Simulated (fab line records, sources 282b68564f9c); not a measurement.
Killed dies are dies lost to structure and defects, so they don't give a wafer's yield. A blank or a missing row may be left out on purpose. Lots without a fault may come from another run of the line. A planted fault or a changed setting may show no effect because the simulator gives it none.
One fault seen from 2 desks | flow rit_cmos | each desk has only its own numbers; what lay behind them comes last

THE METROLOGY DESK
What the gauges read, lot by lot, whatever tool the lot ran on: means of the sampled wafers that have a number. A lot is out of limits, marked OUT, if its mean lies more than 4 standard deviations from the usual mean; the brackets give that distance.
Columns: A = PSD_RS at RIT_SDANNEAL_RS_MEAS_04, usual 115.9 ohm/sq; B = PLDD_RS at RIT_SDANNEAL_RS_MEAS_06, usual 178.7 ohm/sq
lot  | first seen here | A               | B
L748 | day 3 04:34     | 116.3           | 179.1
L751 | day 3 16:11     | 115.9           | 179.1
L753 | day 4 04:32     | 115.9           | 177.8
L754 | day 4 07:40     | 116.1           | 179.3
L755 | day 4 13:50     | 116.4           | 179.0
L756 | day 4 16:43     | 115.6           | 178.1
L758 | day 5 03:52     | 115.4           | 178.8
L760 | day 5 17:11     | 115.6           | 179.1
L761 | day 5 22:54     | 115.6           | 178.0
L762 | day 6 00:55     | 115.5           | 178.2
L765 | day 6 15:29     | 128.4 (+35) OUT | 191.4 (+22) OUT
L767 | day 7 01:28     | 127.9 (+33) OUT | 191.3 (+22) OUT
L768 | day 7 04:30     | 116.3           | 179.9
L770 | day 7 14:50     | 116.0           | 178.7
This desk's finding: out of limits on L765, L767; first on L765, day 6 15:29 (PSD_RS at RIT_SDANNEAL_RS_MEAS_04). In limits: L748, L751, L753, L754, L755, L756, L758, L760, L761, L762, L768, L770.

THE TOOL OWNER'S DESK: rtp_anneal-01
The tool's own readings at RIT_SDANNEAL_RTA_03 (time 5 s): means of the sampled wafers that have a number, for each lot that ran on this tool. A lot is out of limits, marked OUT, if its mean lies more than 4 standard deviations from the usual mean; the brackets give that distance.
Columns: A = wafer_temp_C_max at RIT_SDANNEAL_RTA_03, usual 1053.6
lot  | first seen here | A
L748 | day 3 04:29     | 1054.6
L754 | day 4 07:36     | 1054.3
L756 | day 4 16:40     | 1054.0
L758 | day 5 03:47     | 1054.9
L760 | day 5 17:07     | 1053.3
L762 | day 6 00:50     | 1052.6
L765 | day 6 15:25     | 1054.1
L767 | day 7 01:24     | 1053.7
This desk's finding: nothing out of limits on any of the 8 lots.

PUT TOGETHER
The metrology desk could have raised an alarm at day 6 15:29, on L765, L767.
The tool owner's desk saw nothing out of limits.
The tool owner's desk has L765, L767 on record, within its limits.
Of the lots named, all ran RIT_SDANNEAL_RTA_03 on rtp_anneal-01.

WHAT THE SIMULATOR HAD PUT IN
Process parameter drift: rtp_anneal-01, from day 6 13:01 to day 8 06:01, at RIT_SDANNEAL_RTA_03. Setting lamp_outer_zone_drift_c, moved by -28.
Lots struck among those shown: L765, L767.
Hours from the fault's start to each desk's first reading out of limits: the metrology desk, 2.
